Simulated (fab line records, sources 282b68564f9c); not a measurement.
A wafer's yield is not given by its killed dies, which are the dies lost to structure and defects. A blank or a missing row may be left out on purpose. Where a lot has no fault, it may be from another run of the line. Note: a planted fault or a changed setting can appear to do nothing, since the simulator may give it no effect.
Which tool is to blame? + flow rit cmos + Sampling: 14 lots, 42 wafers, 3 of 202 route steps

## WHAT THE GAUGES SHOWED, per wafer
RIT_ACTIVE_BOW_MEAS_00.
| lot  | measured    | on            | INCOMING_BOW (um) |
|------|-------------|---------------|-------------------|
| L453 | day 1 10:01 | film metro-03 | -2 13 -4          |
| L455 | day 1 20:01 | film metro-03 | 3 3 -1            |
| L456 | day 2 01:00 | film metro-04 | -4 -13 2          |
| L457 | day 2 06:02 | film metro-02 | 5 -1 -1           |
| L458 | day 2 11:00 | film metro-02 | -2 7 7            |
| L459 | day 2 16:00 | film metro-02 | -4 -14 2          |
| L460 | day 2 21:00 | film metro-02 | 2 0 -2            |
| L461 | day 3 02:00 | film metro-04 | 0 -3 -2           |
| L462 | day 3 07:00 | film metro-03 | -2 1 4            |
| L464 | day 3 17:00 | film metro-02 | -9 9 1            |
| L470 | day 4 23:00 | film metro-02 | -2 0 8            |
| L472 | day 5 09:00 | film metro-03 | -5 -12 8          |
| L473 | day 5 14:00 | film metro-04 | -4 -1 2           |
| L476 | day 6 05:01 | film metro-03 | -10 0 2           |

RIT_NLDD_OVL_MEAS_06.
| lot  | measured    | on         | NLDD_OVL (nm)  |
|------|-------------|------------|----------------|
| L453 | day 3 04:08 | overlay-01 | 1.1 -0.3 1.2   |
| L455 | day 3 16:38 | overlay-02 | -5.2 -3.3 -2.7 |
| L456 | day 3 20:43 | overlay-01 | -1.7 -1.7 -2.1 |
| L457 | day 3 22:44 | overlay-02 | -1.5 -1.6 -1.9 |
| L458 | day 4 01:07 | overlay-01 | 1.3 -0.6 0.7   |
| L459 | day 4 09:35 | overlay-02 | 0.3 -1.4 -1.9  |
| L460 | day 4 15:39 | overlay-02 | -0.5 1.1 1.3   |
| L461 | day 4 19:50 | overlay-02 | 1.0 -1.1 1.3   |
| L462 | day 5 00:05 | overlay-02 | 2.2 3.2 1.3    |
| L464 | day 5 10:08 | overlay-01 | -2.3 -0.5 -1.0 |
| L470 | day 6 11:32 | overlay-02 | -0.4 -0.2 1.9  |
| L472 | day 6 21:05 | overlay-01 | -2.3 -1.9 -1.6 |
| L473 | day 7 01:02 | overlay-02 | -0.9 -1.7 -1.9 |
| L476 | day 7 18:49 | overlay-02 | -1.5 -0.8 -0.6 |

RIT_SDANNEAL_RS_MEAS_05: the measuring method here is four-point-probe.
| lot  | measured    | on            | NSD_RS (ohm/sq) |
|------|-------------|---------------|-----------------|
| L453 | day 3 12:29 | film metro-04 | 84.5 84.8 84.7  |
| L455 | day 4 01:01 | film metro-03 | 85.1 84.9 84.9  |
| L456 | day 4 04:54 | film metro-04 | 84.2 84.3 84.2  |
| L457 | day 4 07:08 | film metro-02 | 84.8 84.9 84.6  |
| L458 | day 4 09:56 | film metro-02 | 84.5 84.5 84.4  |
| L459 | day 4 17:40 | film metro-03 | 84.6 84.6 84.3  |
| L460 | day 4 23:50 | film metro-04 | 84.7 84.6 84.9  |
| L461 | day 5 03:58 | film metro-04 | 85.0 85.1 84.6  |
| L462 | day 5 08:17 | film metro-02 | 84.5 84.5 84.9  |
| L464 | day 5 18:25 | film metro-03 | 84.7 84.9 84.3  |
| L470 | day 6 20:14 | film metro-03 | 85.4 85.4 85.6  |
| L472 | day 7 05:43 | film metro-04 | 84.8 85.0 84.8  |
| L473 | day 7 09:27 | film metro-04 | 84.7 85.1 84.8  |
| L476 | day 8 04:07 | film metro-04 | 84.8 85.0 84.8  |

## WHAT TOOL EACH LOT RAN ON (gives the tool, then ch and the chambers of the sampled wafers, and finally the start)
Before these readings, the record contains no process step.

## WHAT THE TOOLS THEMSELVES READ (means of the sampled wafers that have a number; where no wafer has one, the mark that the record gives instead)
The record holds no such reading with a usual standard deviation.

## THE ANSWER, worked out from the rows above alone
Rule: the lots themselves supply what counts as usual. Put in order of their means at a reading, lots are off if they are a third of the lots or fewer, leave a main group of 4 or more, and stand apart from it by a gap of 3 or more times the standard deviation of the main group's means; of several such gaps the widest counts. The tables above print the reading to a certain number of digits; a main group whose means all agree to those digits is not used. A lot without any number at a reading at which 4 lots or more have one is off too. Any other lot the step has rows for is counted as sound. The gauges are gone through in route order, then the tools' own readings, and for those a lot's mean is taken as printed above. The first step at which some lot is off is used, and at that step the reading that is off furthest; a lot without a number counts as furthest.
No lot is off on any of the readings shown, so nothing can be concluded from this.

## WHAT THE SIMULATOR HAD INSERTED
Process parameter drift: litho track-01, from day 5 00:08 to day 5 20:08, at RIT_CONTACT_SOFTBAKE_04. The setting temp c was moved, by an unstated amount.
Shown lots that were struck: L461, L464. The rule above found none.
